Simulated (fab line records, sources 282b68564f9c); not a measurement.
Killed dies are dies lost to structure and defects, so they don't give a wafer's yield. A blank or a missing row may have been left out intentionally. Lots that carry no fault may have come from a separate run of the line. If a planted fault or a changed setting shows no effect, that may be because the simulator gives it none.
Split-lot experiment :: flow rit_cmos :: route with 202 steps; 5 lots, 23 wafers read

THE SPLIT
At RIT_GATE_DEVELOP_15 (develop time 50 s), the setting dev_temp_c was moved away from the recipe's 23 C on 6 of the 23 wafers read, by -7.2% to -6.1%. All remaining wafers had this setting at the recipe value.

FROM THE SPLIT TO THE READING: what the file shows between them, 5 steps
- RIT_NLDD_COAT_01: resist thk 1000 nm (also split here: resist_thk_nm)
- RIT_NLDD_SOFTBAKE_02: time 60 s
- RIT_NLDD_EXPOSE_03: exposes mask M7, target cd 40700 nm
- RIT_NLDD_DEVELOP_05: develop time 50 s
- RIT_NLDD_HARDBAKE_07: time 60 s

THE READING
etest.nmos_0p15.drive_ua_um (the simulator's own value, which no gauge read), at RIT_M1_PROBE_99. No usual value for it is given in the file. Average 456.5, standard deviation 17, over the 17 wafers here run with the recipe.

wafer: L075.2
tool, chamber at the split: litho_track-04, 0
dev_temp_c as run, C: 21.34
against the recipe: -7.2%
etest.nmos_0p15.drive_ua_um: 556.8
against lot-mates on the recipe: +70.9

wafer: L075.3
tool, chamber at the split: litho_track-04, 0
dev_temp_c as run, C: 23
against the recipe: recipe
etest.nmos_0p15.drive_ua_um: 480.8
against lot-mates on the recipe: -

wafer: L075.4
tool, chamber at the split: litho_track-04, 0
dev_temp_c as run, C: 23
against the recipe: recipe
etest.nmos_0p15.drive_ua_um: 490.9
against lot-mates on the recipe: -

wafer: L075.5
tool, chamber at the split: litho_track-04, 0
dev_temp_c as run, C: 21.34
against the recipe: -7.2%
etest.nmos_0p15.drive_ua_um: 522.2
against lot-mates on the recipe: +36.4

wafer: L075.6
tool, chamber at the split: litho_track-04, 0
dev_temp_c as run, C: 21.34
against the recipe: -7.2%
etest.nmos_0p15.drive_ua_um: 555
against lot-mates on the recipe: +69.1

wafer: L076.1
tool, chamber at the split: litho_track-01, 0
dev_temp_c as run, C: 23
against the recipe: recipe
etest.nmos_0p15.drive_ua_um: 459.8
against lot-mates on the recipe: -

wafer: L076.2
tool, chamber at the split: litho_track-01, 0
dev_temp_c as run, C: 23
against the recipe: recipe
etest.nmos_0p15.drive_ua_um: 454.1
against lot-mates on the recipe: -

wafer: L076.4
tool, chamber at the split: litho_track-01, 0
dev_temp_c as run, C: 23
against the recipe: recipe
etest.nmos_0p15.drive_ua_um: 456.4
against lot-mates on the recipe: -

wafer: L076.5
tool, chamber at the split: litho_track-01, 0
dev_temp_c as run, C: 23
against the recipe: recipe
etest.nmos_0p15.drive_ua_um: 446.9
against lot-mates on the recipe: -

wafer: L076.6
tool, chamber at the split: litho_track-01, 0
dev_temp_c as run, C: 23
against the recipe: recipe
etest.nmos_0p15.drive_ua_um: 441
against lot-mates on the recipe: -

wafer: L081.3
tool, chamber at the split: litho_track-02, 0
dev_temp_c as run, C: 23
against the recipe: recipe
etest.nmos_0p15.drive_ua_um: 450.6
against lot-mates on the recipe: -

wafer: L081.4
tool, chamber at the split: litho_track-02, 0
dev_temp_c as run, C: 23
against the recipe: recipe
etest.nmos_0p15.drive_ua_um: 452.8
against lot-mates on the recipe: -

wafer: L081.6
tool, chamber at the split: litho_track-02, 0
dev_temp_c as run, C: 23
against the recipe: recipe
etest.nmos_0p15.drive_ua_um: 443.2
against lot-mates on the recipe: -

wafer: L082.1
tool, chamber at the split: litho_track-02, 0
dev_temp_c as run, C: 21.6
against the recipe: -6.1%
etest.nmos_0p15.drive_ua_um: 534.2
against lot-mates on the recipe: +50.1

wafer: L082.3
tool, chamber at the split: litho_track-02, 0
dev_temp_c as run, C: 23
against the recipe: recipe
etest.nmos_0p15.drive_ua_um: 488.5
against lot-mates on the recipe: -

wafer: L082.4
tool, chamber at the split: litho_track-02, 0
dev_temp_c as run, C: 21.6
against the recipe: -6.1%
etest.nmos_0p15.drive_ua_um: 529.2
against lot-mates on the recipe: +45.1

wafer: L082.5
tool, chamber at the split: litho_track-02, 0
dev_temp_c as run, C: 23
against the recipe: recipe
etest.nmos_0p15.drive_ua_um: 479.7
against lot-mates on the recipe: -

wafer: L082.6
tool, chamber at the split: litho_track-02, 0
dev_temp_c as run, C: 21.6
against the recipe: -6.1%
etest.nmos_0p15.drive_ua_um: 518.1
against lot-mates on the recipe: +34.0

wafer: L085.2
tool, chamber at the split: litho_track-01, 0
dev_temp_c as run, C: 23
against the recipe: recipe
etest.nmos_0p15.drive_ua_um: 451.5
against lot-mates on the recipe: -

wafer: L085.3
tool, chamber at the split: litho_track-01, 0
dev_temp_c as run, C: 23
against the recipe: recipe
etest.nmos_0p15.drive_ua_um: 440.4
against lot-mates on the recipe: -

wafer: L085.4
tool, chamber at the split: litho_track-01, 0
dev_temp_c as run, C: 23
against the recipe: recipe
etest.nmos_0p15.drive_ua_um: 433.9
against lot-mates on the recipe: -

wafer: L085.5
tool, chamber at the split: litho_track-01, 0
dev_temp_c as run, C: 23
against the recipe: recipe
etest.nmos_0p15.drive_ua_um: 447.9
against lot-mates on the recipe: -

wafer: L085.6
tool, chamber at the split: litho_track-01, 0
dev_temp_c as run, C: 23
against the recipe: recipe
etest.nmos_0p15.drive_ua_um: 441.7
against lot-mates on the recipe: -

THE FIT
A straight line over all 23 wafers: etest.nmos_0p15.drive_ua_um changes by -12 for each +1% of dev_temp_c; r = -0.91; the points scatter about the line by 17.
The same after taking each lot's own level away (the mean of its wafers on the recipe; 23 wafers): -7.72 for each +1%; r = -0.94; scatter 8.5.
The reading moves by 56 for the largest change in dev_temp_c, on that fit.
The span of the lots' own levels, 443.08 to 485.85, comes to 2.5 times the standard deviation stated above.
Thus the slope moves with the lot-to-lot level: the two fits are different.
Check: for one of the wafers moved furthest among these (-7.2%), held out of the fit, the line's prediction against its lot-mates is +51.9. Against them it came out at +70.9.

FURTHER SPLITS ON THESE WAFERS
Note: prior to the reading, these wafers also went through further splits. Each is held against what the fit with the lots' levels taken away leaves over:
other split on the same wafers: RIT_ACTIVE_OXIDATION_01 temp_c
wafers away from the commonest value: 18
r with etest.nmos_0p15.drive_ua_um (lot level and that fit taken away): -0.13

other split on the same wafers: RIT_ACTIVE_DEVELOP_10 dev_temp_c
wafers away from the commonest value: 9
r with etest.nmos_0p15.drive_ua_um (lot level and that fit taken away): -0.10

other split on the same wafers: RIT_NWELL_COAT_01 spin_rpm
wafers away from the commonest value: 7
r with etest.nmos_0p15.drive_ua_um (lot level and that fit taken away): -0.39

other split on the same wafers: RIT_NWELL_IMPLANT_08 energy_kev
wafers away from the commonest value: 10
r with etest.nmos_0p15.drive_ua_um (lot level and that fit taken away): +0.11

other split on the same wafers: RIT_PWELL_IMPLANT_08 dose_cm2
wafers away from the commonest value: 10
r with etest.nmos_0p15.drive_ua_um (lot level and that fit taken away): -0.53

other split on the same wafers: RIT_NRETRO_IMPLANT_08 dose_cm2
wafers away from the commonest value: 6
r with etest.nmos_0p15.drive_ua_um (lot level and that fit taken away): +0.08

other split on the same wafers: RIT_GATE_CVD_08 time_s
wafers away from the commonest value: 18
r with etest.nmos_0p15.drive_ua_um (lot level and that fit taken away): +0.06

other split on the same wafers: RIT_NLDD_COAT_01 resist_thk_nm
wafers away from the commonest value: 5
r with etest.nmos_0p15.drive_ua_um (lot level and that fit taken away): +0.12

THE WHOLE CHAIN: every reading that the file lists as answering this split, in the file's order
step: RIT_M1_PROBE_99
what it does: 
reading: etest.pmos_0p15.r_on_ohm_um (the simulator's own value, which no gauge read)
change (the file's fit): +38.4 for each +1% of the setting
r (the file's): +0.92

step: RIT_M1_PROBE_99
what it does: 
reading: etest.pmos_turned.r_on_ohm_um (the simulator's own value, which no gauge read)
change (the file's fit): +36.2 for each +1% of the setting
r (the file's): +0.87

step: RIT_M1_PROBE_99
what it does: 
reading: etest.nmos_0p15.r_on_ohm_um (the simulator's own value, which no gauge read)
change (the file's fit): +10.5 for each +1% of the setting
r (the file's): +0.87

step: RIT_M1_PROBE_99
what it does: 
reading: etest.pmos_0p15.drive_ua_um (the simulator's own value, which no gauge read)
change (the file's fit): -5.32 for each +1% of the setting
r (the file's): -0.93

step: RIT_M1_PROBE_99
what it does: 
reading: etest.nmos_0p15.drive_ua_um (the simulator's own value, which no gauge read)
change (the file's fit): -7.7 for each +1% of the setting
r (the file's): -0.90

THE FILE'S OWN FIT
etest.nmos_0p15.drive_ua_um changes by -7.7 for each +1% of dev_temp_c, r = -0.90.
